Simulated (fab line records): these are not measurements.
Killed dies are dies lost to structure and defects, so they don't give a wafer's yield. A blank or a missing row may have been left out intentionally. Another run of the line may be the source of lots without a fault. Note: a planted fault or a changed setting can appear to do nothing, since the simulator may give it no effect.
Which tool is to blame? :: flow berkeleyCmos170 :: 13 lots with 38 wafers sampled at 3 steps, on a route of 331 steps

## WHAT THE GAUGES SHOWED, per wafer
UCB170_SILICIDE_RS_MEAS_02: uses a four-point probe to measure. Usual: SILICIDE_TI_RS typically reads 26.1 ohm/sq, with standard deviation 0.32.
lot: L798
measured: day 7 02:13
on: filmMetro-01
SILICIDE_TI_RS (ohm/sq): 26.3 26.3 26.3
flag: 

lot: L799
measured: day 7 17:24
on: filmMetro-02
SILICIDE_TI_RS (ohm/sq): 26.0 26.3 26.4
flag: 

lot: L800
measured: day 7 20:22
on: filmMetro-01
SILICIDE_TI_RS (ohm/sq): 25.9 25.4 26.0
flag: 

lot: L803
measured: day 8 00:45
on: filmMetro-01
SILICIDE_TI_RS (ohm/sq): 25.9 25.7 25.7
flag: 

lot: L805
measured: day 8 23:11
on: filmMetro-03
SILICIDE_TI_RS (ohm/sq): 26.0 26.2 26.0
flag: 

lot: L807
measured: day 8 23:19
on: filmMetro-02
SILICIDE_TI_RS (ohm/sq): 26.5 26.4 26.5
flag: 

lot: L808
measured: day 9 04:24
on: filmMetro-01
SILICIDE_TI_RS (ohm/sq): 25.7 25.7 25.9
flag: 

lot: L809
measured: day 9 05:14
on: filmMetro-03
SILICIDE_TI_RS (ohm/sq): 26.0 26.1 26.2
flag: 

lot: L811
measured: day 9 13:44
on: filmMetro-02
SILICIDE_TI_RS (ohm/sq): 26.5 26.4 26.2
flag: 

lot: L810
measured: day 9 14:19
on: filmMetro-03
SILICIDE_TI_RS (ohm/sq): 16.9 26.2 17.0 26.4
flag: OFF

lot: L814
measured: day 10 11:29
on: filmMetro-02
SILICIDE_TI_RS (ohm/sq): 25.9 26.0 26.2
flag: 

lot: L818
measured: day 11 04:29
on: filmMetro-02
SILICIDE_TI_RS (ohm/sq): 25.9 25.9 25.8
flag: 

lot: L819
measured: day 11 04:36
on: filmMetro-01
SILICIDE_TI_RS (ohm/sq): 26.0 25.8 26.2
flag: 

UCB170_SILICIDE_THK_MEAS_03: measures by xrf. Usual: SILICIDE_TI_THK typically reads 30.2 nm, with standard deviation 0.35.
lot: L798
measured: day 7 02:20
on: filmMetro-01
SILICIDE_TI_THK (nm): 30.2 30.2 30.1
flag: 

lot: L799
measured: day 7 17:31
on: filmMetro-02
SILICIDE_TI_THK (nm): 30.3 29.7 29.9
flag: 

lot: L800
measured: day 7 20:28
on: filmMetro-01
SILICIDE_TI_THK (nm): 30.7 31.1 30.4
flag: 

lot: L803
measured: day 8 00:52
on: filmMetro-01
SILICIDE_TI_THK (nm): 30.7 30.9 30.7
flag: 

lot: L805
measured: day 8 23:19
on: filmMetro-03
SILICIDE_TI_THK (nm): 30.4 30.2 30.3
flag: 

lot: L807
measured: day 8 23:26
on: filmMetro-02
SILICIDE_TI_THK (nm): 29.9 29.8 29.9
flag: 

lot: L808
measured: day 9 04:31
on: filmMetro-01
SILICIDE_TI_THK (nm): 30.9 30.7 30.5
flag: 

lot: L809
measured: day 9 05:21
on: filmMetro-03
SILICIDE_TI_THK (nm): 30.3 30.0 30.3
flag: 

lot: L811
measured: day 9 13:51
on: filmMetro-02
SILICIDE_TI_THK (nm): 29.8 29.9 30.0
flag: 

lot: L810
measured: day 9 19:07
on: filmMetro-03
SILICIDE_TI_THK (nm): 43.8 30.3 44.0 30.2
flag: OFF

lot: L814
measured: day 10 11:36
on: filmMetro-02
SILICIDE_TI_THK (nm): 30.3 30.3 30.2
flag: 

lot: L818
measured: day 11 04:37
on: filmMetro-02
SILICIDE_TI_THK (nm): 30.3 30.2 30.4
flag: 

lot: L819
measured: day 11 04:43
on: filmMetro-01
SILICIDE_TI_THK (nm): 30.2 30.7 30.3
flag: 

## EACH LOT AND THE TOOL THAT RAN IT (in order: tool; ch and the chambers of the sampled wafers; start)
lot: L798
UCB170_SILICIDE_SPUTTER_01: pvdSputter-04, day 7 02:11

lot: L799
UCB170_SILICIDE_SPUTTER_01: pvdSputter-03, day 7 17:22

lot: L800
UCB170_SILICIDE_SPUTTER_01: pvdSputter-03, day 7 20:19

lot: L803
UCB170_SILICIDE_SPUTTER_01: pvdSputter-04, day 8 00:42

lot: L805
UCB170_SILICIDE_SPUTTER_01: pvdSputter-03, day 8 23:10

lot: L807
UCB170_SILICIDE_SPUTTER_01: pvdSputter-01, day 8 23:17

lot: L808
UCB170_SILICIDE_SPUTTER_01: pvdSputter-04, day 9 04:22

lot: L809
UCB170_SILICIDE_SPUTTER_01: pvdSputter-03, day 9 05:12

lot: L811
UCB170_SILICIDE_SPUTTER_01: pvdSputter-03, day 9 13:42

lot: L810
UCB170_SILICIDE_SPUTTER_01: pvdSputter-03, day 9 14:17

lot: L814
UCB170_SILICIDE_SPUTTER_01: pvdSputter-04, day 10 11:27

lot: L818
UCB170_SILICIDE_SPUTTER_01: pvdSputter-01, day 11 04:28

lot: L819
UCB170_SILICIDE_SPUTTER_01: pvdSputter-04, day 11 04:34
- UCB170_SILICIDE_SPUTTER_01: material Ti, target thk 30 nm, time 25 s.

## WHAT THE TOOLS THEMSELVES READ (means of the sampled wafers that have a number; where no wafer has one, the mark that the record gives instead)
UCB170_SILICIDE_SPUTTER_01. Usual: 30.1 % for throttleValvePct, sd 0.93.
lot: L798
tool: pvdSputter-04
throttleValvePct (%): 31.7
flag: 

lot: L799
tool: pvdSputter-03
throttleValvePct (%): 29.6
flag: 

lot: L800
tool: pvdSputter-03
throttleValvePct (%): 29.5
flag: 

lot: L803
tool: pvdSputter-04
throttleValvePct (%): 30.7
flag: 

lot: L805
tool: pvdSputter-03
throttleValvePct (%): 30.0
flag: 

lot: L807
tool: pvdSputter-01
throttleValvePct (%): 29.3
flag: 

lot: L808
tool: pvdSputter-04
throttleValvePct (%): 30.1
flag: 

lot: L809
tool: pvdSputter-03
throttleValvePct (%): 30.0
flag: 

lot: L811
tool: pvdSputter-03
throttleValvePct (%): 29.7
flag: 

lot: L810
tool: pvdSputter-03
throttleValvePct (%): 30.2
flag: 

lot: L814
tool: pvdSputter-04
throttleValvePct (%): 30.3
flag: 

lot: L818
tool: pvdSputter-01
throttleValvePct (%): 29.7
flag: 

lot: L819
tool: pvdSputter-04
throttleValvePct (%): 30.4
flag: 

## THE ANSWER, worked out from the rows above alone
Rule: a lot counts as off when the mean over its wafers that have a number is more than 3 standard deviations away from the usual mean. Also off: a lot with no number at a reading for which 4 or more lots have one. All remaining lots with rows at the step are treated as sound. Order of review: gauges by route order, followed by the tools' own readings, for which a lot's mean as printed above is used. At the first step where some lot is off, the reading lying furthest off is the one used; lots without a number count as furthest.
Off: L810, at UCB170_SILICIDE_RS_MEAS_02 (SILICIDE_TI_RS).
If a tool, at a process step before that reading, ran all the lots that are off and no sound lot after the first of them, it fits. The gauges at UCB170_SILICIDE_RS_MEAS_02 are tried like those tools. Can't be told from this: 2 tools fit, pvdSputter-03 at UCB170_SILICIDE_SPUTTER_01, filmMetro-03 at UCB170_SILICIDE_RS_MEAS_02.

## WHAT THE SIMULATOR PUT IN
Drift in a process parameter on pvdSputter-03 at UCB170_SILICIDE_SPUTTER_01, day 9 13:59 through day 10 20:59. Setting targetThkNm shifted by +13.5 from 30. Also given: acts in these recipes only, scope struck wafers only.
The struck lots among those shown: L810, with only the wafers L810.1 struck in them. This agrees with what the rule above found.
